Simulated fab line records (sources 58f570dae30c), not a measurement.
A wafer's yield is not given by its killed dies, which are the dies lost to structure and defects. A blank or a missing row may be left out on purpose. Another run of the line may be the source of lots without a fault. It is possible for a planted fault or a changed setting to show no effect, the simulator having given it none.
What tool caused it?    flow berkeley_cmos170    14 lots, 42 wafers sampled, at 3 steps of a route of 331

WHAT THE GAUGES SHOWED, per wafer
UCB170_PLDD_TW_MEAS_11. Usual: PLDD_TW gives 1011 (standard deviation 5.3).
lot   measured      on             PLDD_TW                  flag
L633  day 7 04:59   film_metro-04  1012 1006 1007           
L634  day 7 23:44   film_metro-02  1004 1012 1007           
L635  day 8 00:01   film_metro-04  1007 1016 1011           
L636  day 8 00:28   film_metro-02  1005 1003 1007           
L639  day 9 08:47   film_metro-02  1013 1007 1015           
L641  day 9 09:17   film_metro-04  1021 1015 1012           
L645  day 10 07:19  film_metro-01  954 954 955 958 956 951  OFF
L646  day 10 21:08  film_metro-01  954 946 955 951 952 945  OFF
L647  day 10 21:25  film_metro-04  1007 1008 1008           
L648  day 11 10:06  film_metro-01  1018 1018 1021           
L650  day 11 21:01  film_metro-02  1006 1000 1004           
L653  day 12 08:10  film_metro-02  1004 1002 1008           
L652  day 12 08:50  film_metro-04  1010 1014 1013           
L655  day 12 16:25  film_metro-02  1004 998 1007            

UCB170_SDANNEAL_RS_MEAS_04: measures by four-point-probe. Usual: PLDD_RS gives 1033.3 ohm/sq (standard deviation 2.9).
lot   measured      on             PLDD_RS (ohm/sq)                           flag
L633  day 8 00:52   film_metro-04  1032.0 1035.8 1035.5                       
L634  day 8 18:32   film_metro-02  1034.8 1035.9 1035.0                       
L635  day 8 18:53   film_metro-01  1035.1 1033.4 1033.3                       
L636  day 8 19:05   film_metro-04  1034.4 1034.3 1034.6                       
L639  day 9 23:53   film_metro-02  1037.8 1036.8 1037.3                       
L641  day 9 23:59   film_metro-04  1030.3 1030.3 1029.7                       
L645  day 10 22:55  film_metro-02  1196.5 1195.6 1194.8 1195.9 1195.1 1197.0  OFF
L646  day 11 11:48  film_metro-01  1196.7 1201.4 1199.1 1196.4 1201.2 1200.4  OFF
L647  day 11 11:59  film_metro-02  1033.1 1034.6 1031.9                       
L648  day 12 03:16  film_metro-02  1030.5 1031.9 1033.0                       
L650  day 12 12:08  film_metro-01  1027.4 1029.8 1027.9                       
L653  day 12 23:29  film_metro-04  1033.0 1031.7 1029.8                       
L652  day 13 00:14  film_metro-02  1036.7 1035.7 1035.1                       
L655  day 13 07:08  film_metro-02  1037.6 1037.6 1036.8                       

WHAT TOOL EACH LOT RAN ON (gives the tool, then ch and the chambers of the sampled wafers, and finally the start)
lot   UCB170_PLDD_IMPLANT_09
L633  implanter-01 ch 0, day 7 04:45
L634  implanter-01 ch 0, day 7 23:30
L635  implanter-02 ch 0, day 7 23:49
L636  implanter-03 ch 0, day 8 00:13
L639  implanter-03 ch 0, day 9 08:33
L641  implanter-01 ch 0, day 9 09:02
L645  implanter-03 ch 0, day 10 07:05
L646  implanter-03 ch 0, day 10 20:53
L647  implanter-01 ch 0, day 10 21:11
L648  implanter-01 ch 0, day 11 09:54
L650  implanter-01 ch 0, day 11 20:47
L653  implanter-02 ch 0, day 12 07:56
L652  implanter-02 ch 0, day 12 08:35
L655  implanter-02 ch 0, day 12 16:10
- UCB170_PLDD_IMPLANT_09

WHAT THE TOOLS THEMSELVES READ (means of the sampled wafers that have a number; where no wafer has one, the mark that the record gives instead)
UCB170_PLDD_IMPLANT_09. Usual: dose_ions_cm2 5e+13, standard deviation 5.2e+10; faraday_current_uA 152, standard deviation 8.5.
lot   tool          dose_ions_cm2  faraday_current_uA  flag
L633  implanter-01  5e+13          158                 
L634  implanter-01  5e+13          157                 
L635  implanter-02  5e+13          158                 
L636  implanter-03  5e+13          142                 
L639  implanter-03  5e+13          141                 
L641  implanter-01  5e+13          159                 
L645  implanter-03  3e+13          103                 OFF
L646  implanter-03  3e+13          104                 OFF
L647  implanter-01  5e+13          160                 
L648  implanter-01  5e+13          157                 
L650  implanter-01  5e+13          158                 
L653  implanter-02  5e+13          157                 
L652  implanter-02  5e+13          157                 
L655  implanter-02  5e+13          156                 

THE ANSWER, worked out from the rows above alone
Rule: lot off if the mean of its wafers having a number is beyond 3 standard deviations from the usual mean. A lot without any number at a reading at which 4 lots or more have one is off too. All remaining lots with rows at the step are treated as sound. Order of review: gauges by route order, followed by the tools' own readings, for which a lot's mean as printed above is used. The first step at which some lot is off is used, and at that step the reading that is off furthest; a lot without a number counts as furthest.
Off: L645, L646, at UCB170_PLDD_TW_MEAS_11 (PLDD_TW).
If a tool, at a process step before that reading, ran all the lots that are off and no sound lot after the first of them, it fits. The gauges at UCB170_PLDD_TW_MEAS_11 aren't tried: what is off there is off at UCB170_PLDD_IMPLANT_09 too, on other tools, and a gauge's error can't cause that. One fits: UCB170_PLDD_IMPLANT_09 on implanter-03. Its last sound lot is L639 (day 9 08:33), its first lot that is off L645 (day 10 07:05): a fault that began between those two fits.
The tool's own readings at UCB170_PLDD_IMPLANT_09 bear it out: on the lots that are off they differ by more than 5 times the standard deviation of the sound lots' means. dose_ions_cm2 reads 3e+13 there against 5e+13 on the sound lots; faraday_current_uA reads 104 there against 155 on the sound lots.

WHAT THE SIMULATOR HAD PUT IN
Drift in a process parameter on implanter-03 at UCB170_PLDD_IMPLANT_09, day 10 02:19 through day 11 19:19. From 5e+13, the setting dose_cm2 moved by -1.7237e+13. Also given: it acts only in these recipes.
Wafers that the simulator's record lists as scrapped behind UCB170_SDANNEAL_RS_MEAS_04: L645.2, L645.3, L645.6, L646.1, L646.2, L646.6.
Shown lots that were struck: L645, L646. Same finding as the rule above.
